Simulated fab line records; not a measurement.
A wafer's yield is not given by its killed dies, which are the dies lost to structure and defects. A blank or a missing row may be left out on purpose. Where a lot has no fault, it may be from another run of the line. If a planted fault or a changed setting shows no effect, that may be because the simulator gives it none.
A struck lot beside a sound one :: flow ritCmos :: 27 steps out of a route of 202
Sound: these wafers, L242.1, L242.5, L242.6. Wafers struck: L251.1, L251.2, L251.5. The cause comes at the end.
For every step that has rows: the tool of each side, followed by ch and its chambers, followed by its first start. Under that, the readings that differ: sound wafers :: struck wafers :: difference of the means :: sigmas: that difference in standard deviations of wafers without a fault.
alike: readings whose means differ by less than 2 such deviations, and words and numbers that are the same on both sides. not compared: withheld readings, readings that some wafer has no value for, bounds like >300 that may hide the same value, and numbers for which the record gives no deviation and whose values overlap.
The two part at a step that has a row with sigmas, a row that says differs or no value, or rows on one side only. When numbers do not overlap yet have no deviation, they are printed without sigmas and do not part them. Lack of a reading on every wafer of one side parts them only where that side has two or more wafers.

RIT_ACTIVE_BOW_MEAS_00:
  sound on filmMetro-02, day 1 15:00; struck on filmMetro-03, day 3 12:00
  alike: INCOMING_BOW
then, 1 step without rows for these wafers: RIT_ACTIVE_OXIDATION_01 (target thk 46.8 nm, ox time 3360 s).
RIT_ACTIVE_THK_MEAS_02:
  sound on filmMetro-03, day 1 17:52; struck on filmMetro-02, day 3 15:43
  alike: ACTIVE_OXIDE_THK
RIT_ACTIVE_CVD_03: deposits Si3N4 from SiH2Cl2/NH3, target thk 150 nm, time 1500 s.
  sound on lpcvd-02 ch 1, day 1 17:55; struck on lpcvd-02 ch 1, day 3 15:47
reading: model.Si3N4_of_ACTIVE_CVD_03.thkNm (nm)
sound: 150.6 150.6 150.8
struck: 122.4 120.4 122
difference: -29.1
sigmas: 
  alike: zonePowerLoadPct
RIT_ACTIVE_THK_MEAS_04:
  sound on filmMetro-01, day 1 19:20; struck on filmMetro-01, day 3 17:12
reading: ACTIVE_NITRIDE_THK (nm)
sound: 150.7 150.5 150.8
struck: 122.3 120.3 122.1
difference: -29.1
sigmas: -22
then, 6 steps without rows for these wafers: RIT_ACTIVE_HMDS_05 (prime time 60 s); RIT_ACTIVE_COAT_06 (resist thk 1000 nm); RIT_ACTIVE_SOFTBAKE_07 (time 60 s); RIT_ACTIVE_EXPOSE_08 (exposes mask M1, target cd 1400 nm); RIT_ACTIVE_PEB_09; RIT_ACTIVE_DEVELOP_10 (develop time 50 s).
RIT_ACTIVE_CD_MEAS_11: the cd target is 1400 nm.
  sound on cdSem-01, day 1 20:14; struck on cdSem-02, day 3 18:08
  alike: cdNm
then, 1 step without rows for these wafers: RIT_ACTIVE_HARDBAKE_12 (time 60 s).
RIT_ACTIVE_ETCH_13: etches Si3N4 in SF6, stops on SiO2, time 210 s, target depth 210 nm.
  sound on rieDiel-02 ch 0,1, day 1 20:31; struck on rieDiel-04 ch 2,3, day 3 18:25
reading: oesProductAu (a.u.)
sound: 0.818 0.824 0.823
struck: 0.716 0.726 0.722
difference: -0.100
sigmas: -8

reading: model.etch.depthNm (nm)
sound: 150.6 150.6 150.8
struck: 122.4 120.4 122
difference: -29.1
sigmas: 

reading: model.ACTIVE.featureDepthNm (nm)
sound: 151.3 151.3 152.2
struck: 122.4 120.4 122
difference: -30.0
sigmas: 
  alike: drypumpMotorCurrentA, throttleValvePct
  not compared: rfHoursCounterH
RIT_ACTIVE_STRIP_14: strips in O2, time 180 s.
  sound on plasmaAsher-03 ch 0,1, day 1 20:39; struck on plasmaAsher-03 ch 0,1, day 3 18:32
  alike: drypumpMotorCurrentA
  not compared: rfHoursCounterH
RIT_ACTIVE_CD_MEAS_90: the cd target is 1400 nm.
  sound on cdSem-02, day 1 20:49; struck on cdSem-02, day 3 18:43
  alike: cdNm
then, 4 steps without rows for these wafers: RIT_ACTIVE_CLEAN_15 (cleans in SC1, time 600 s); RIT_ACTIVE_CLEAN_16 (cleans in dHF, time 30 s); RIT_ACTIVE_CLEAN_17 (cleans in SC2, time 600 s); RIT_FOX1_OXIDATION_00 (target thk 350.7 nm, ox time 1130 s).
RIT_FOX1_THK_MEAS_01:
  sound on filmMetro-01, day 1 23:55; struck on filmMetro-01, day 3 20:31
reading: FOX1_OXIDE_THK (nm)
sound: 355 358 358
struck: 370 370 366
difference: +12
sigmas: +2
then, 2 steps without rows for these wafers: RIT_FOX1_WET_ETCH_02 (etches SiO2 in BOE, target depth 350 nm, time 390 s); RIT_FOX2_OXIDATION_00 (target thk 350.7 nm, ox time 1130 s).
RIT_FOX2_THK_MEAS_01:
  sound on filmMetro-03, day 2 01:39; struck on filmMetro-03, day 3 22:07
  alike: FOX2_OXIDE_THK
RIT_FOX2_CLEAN_02: cleans in dHF, time 180 s.
  sound on wetBench-04 ch 1, day 2 01:43; struck on wetBench-03 ch 1, day 3 22:10
reading: model.Si3N4_of_ACTIVE_CVD_03.thkNm (nm)
sound: 131.1 131.1 131.3
struck: 103 101 102.6
difference: -29
sigmas: 
then, 1 step without rows for these wafers: RIT_FOX2_WET_ETCH_03 (etches Si3N4 in H3PO4, target depth 195 nm, time 2700 s).
RIT_M1_PROBE_99:
  sound on prober-02, day 3 18:59; struck on prober-01, day 5 11:50
reading: killed_at_M0_to_M3
sound: 0 1 0
struck: 0 0 0
difference: +0
sigmas: -4

reading: killedAtFrontEnd
sound: 6 11 6
struck: 7 16 19
difference: +6
sigmas: +2

reading: killedDies
sound: 6 12 6
struck: 7 16 19
difference: +6
sigmas: +2

reading: killedOpen
sound: 3 5 1
struck: 7 7 11
difference: +5
sigmas: +3

reading: model.etest.nldd.widthNm (nm)
sound: 3164 3153 3155
struck: 3129 3094 3105
difference: -48
sigmas: 

reading: model.etest.pldd.widthNm (nm)
sound: 3150 3163 3151
struck: 3109 3111 3115
difference: -43
sigmas: 

reading: model.etest.nplusSal.widthNm (nm)
sound: 3440 3425 3434
struck: 3390 3372 3403
difference: -45
sigmas: 
  alike: killedOnRim, killedShort
  not compared: model.etest.pplusSal.widthNm

WHERE THEY PART
Last at RIT_M1_PROBE_99 as far as this record goes, first at RIT_ACTIVE_THK_MEAS_04.

WHY: what the simulator had put in
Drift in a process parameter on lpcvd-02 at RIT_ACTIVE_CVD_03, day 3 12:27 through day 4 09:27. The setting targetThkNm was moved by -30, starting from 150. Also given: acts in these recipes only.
